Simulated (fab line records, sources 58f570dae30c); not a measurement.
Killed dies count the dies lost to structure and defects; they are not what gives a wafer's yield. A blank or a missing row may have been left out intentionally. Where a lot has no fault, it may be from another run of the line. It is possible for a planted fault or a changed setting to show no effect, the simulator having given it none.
The tool behind it: which one? | flow berkeleyCmos170 | Sampling: 7 lots, 21 wafers, 2 of 331 route steps

## WHAT EACH GAUGE READ, for each wafer
UCB170_ACTIVE_OVL_MEAS_14.
lot  | measured    | on         | ACTIVE_OVL (nm)
L590 | day 4 12:58 | overlay-02 | 2 8 0
L591 | day 4 18:55 | overlay-01 | -14 -11 -9
L595 | day 6 04:17 | overlay-02 | 1 3 2
L604 | day 8 09:47 | overlay-01 | 4 9 3
L607 | day 8 09:30 | overlay-01 | -2 -3 -1
L610 | day 8 20:19 | overlay-01 | -2 -5 -2

## WHICH TOOL RAN EACH LOT (tool, then ch and the chambers of the sampled wafers, then the start)
lot  | UCB170_NWELL_EXPOSE_09
L590 | krfScanner-01 ch 0, day 2 17:50
L591 | krfScanner-02 ch 0, day 2 19:14
L595 | krfScanner-01 ch 0, day 3 21:36
L602 | krfScanner-01, day 5 07:13
L604 | krfScanner-01 ch 0, day 5 23:22
L607 | krfScanner-02 ch 0, day 6 11:26
L610 | krfScanner-02 ch 0, day 6 22:29
- UCB170_NWELL_EXPOSE_09: exposes mask NWELL, target cd 3000 nm.

## THE ANSWER, worked out from the rows above alone
Rule: usual is defined by the lots themselves. The widest of any qualifying gaps counts: lots, ordered by their means at a reading, are off when they make up no more than a third of the lots, leave a main group of 4 or more, and stand apart from it by 3 or more times the standard deviation of that group's means. A main group is skipped when, at the precision printed for the reading in the tables above, its means are all equal. A lot without any number at a reading at which 4 lots or more have one is off too. Any other lot the step has rows for is counted as sound.
None of the lots is off at any reading shown; this tells nothing.

## WHAT HAD BEEN PUT IN BY THE SIMULATOR
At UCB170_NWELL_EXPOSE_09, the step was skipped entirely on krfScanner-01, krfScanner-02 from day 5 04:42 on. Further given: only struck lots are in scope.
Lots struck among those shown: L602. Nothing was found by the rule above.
